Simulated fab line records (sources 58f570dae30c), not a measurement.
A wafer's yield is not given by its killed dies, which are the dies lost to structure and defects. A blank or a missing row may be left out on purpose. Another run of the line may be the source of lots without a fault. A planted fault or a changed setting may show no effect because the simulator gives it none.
2 desks looking at one fault    flow berkeley cmos170    every desk sees just its own numbers, and what lay behind them comes last

## TOOL OWNER'S DESK, pvd sputter-03
The tool's own readings at UCB170_SILICIDE_SPUTTER_01 (material Ti, target thk 30 nm, time 23.75 s): means of the sampled wafers that have a number, for each lot that ran on this tool. If a lot's mean is further than 4 standard deviations from the usual mean, the lot is out of limits and carries the mark OUT (the distance appears in the brackets).
Columns: A = throttle valve pct at UCB170_SILICIDE_SPUTTER_01, usual 29.6 %
lot   first seen here  A
L570  day 10 10:26     29.8
L574  day 10 22:23     29.9
L578  day 11 15:27     29.4
L580  day 12 10:26     29.6
This desk found nothing out of limits on any of the 4 lots.

## FROM THE METROLOGY DESK
What the gauges read for every lot (on any tool): the sampled wafers with a number, averaged. If a lot's mean is further than 4 standard deviations from the usual mean, the lot is out of limits and carries the mark OUT (the distance appears in the brackets). 7 of its 12 readings are shown, namely those furthest out on some lot.
Columns: A = PSD_RS at UCB170_SDANNEAL_RS_MEAS_02, usual 75.9 ohm/sq; B = NSD_RS at UCB170_SDANNEAL_RS_MEAS_03, usual 37.23 ohm/sq; C = PLDD_RS at UCB170_SDANNEAL_RS_MEAS_04, usual 1031 ohm/sq; D = NLDD_RS at UCB170_SDANNEAL_RS_MEAS_05, usual 615.6 ohm/sq; E = SILICIDE_TI_THK at UCB170_SILICIDE_THK_MEAS_03, usual 27.9 nm; F = CONTACT_PSG_THK at UCB170_CONTACT_THK_MEAS_02, usual 698 nm; G = M1_AL_RS at UCB170_M1_RS_MEAS_01, usual 0.0487 ohm/sq
lot   first seen here  A     B      C     D      E     F    G
L568  day 10 00:58     75.2  37.19  1032  615.2  28.1  698  0.0485
L570  day 10 09:54     75.9  37.19  1037  614.1  28.5  716  0.0477
L574  day 10 21:52     76.1  37.19  1033  616.6  28.5  703  0.0489
L576  day 11 07:05     75.6  37.11  1028  613.2  27.6  694  0.0490
L578  day 11 14:55     75.5  37.15  1028  613.5  27.7  695  0.0487
L580  day 12 09:53     75.8  37.34  1028  615.9  28.1  709  0.0489
This desk found nothing out of limits on any of the 6 lots.

## BROUGHT TOGETHER
The desk of the tool owner found nothing out of limits.
Nothing out of limits was seen by the metrology desk.

## WHAT THE SIMULATOR HAD INSERTED
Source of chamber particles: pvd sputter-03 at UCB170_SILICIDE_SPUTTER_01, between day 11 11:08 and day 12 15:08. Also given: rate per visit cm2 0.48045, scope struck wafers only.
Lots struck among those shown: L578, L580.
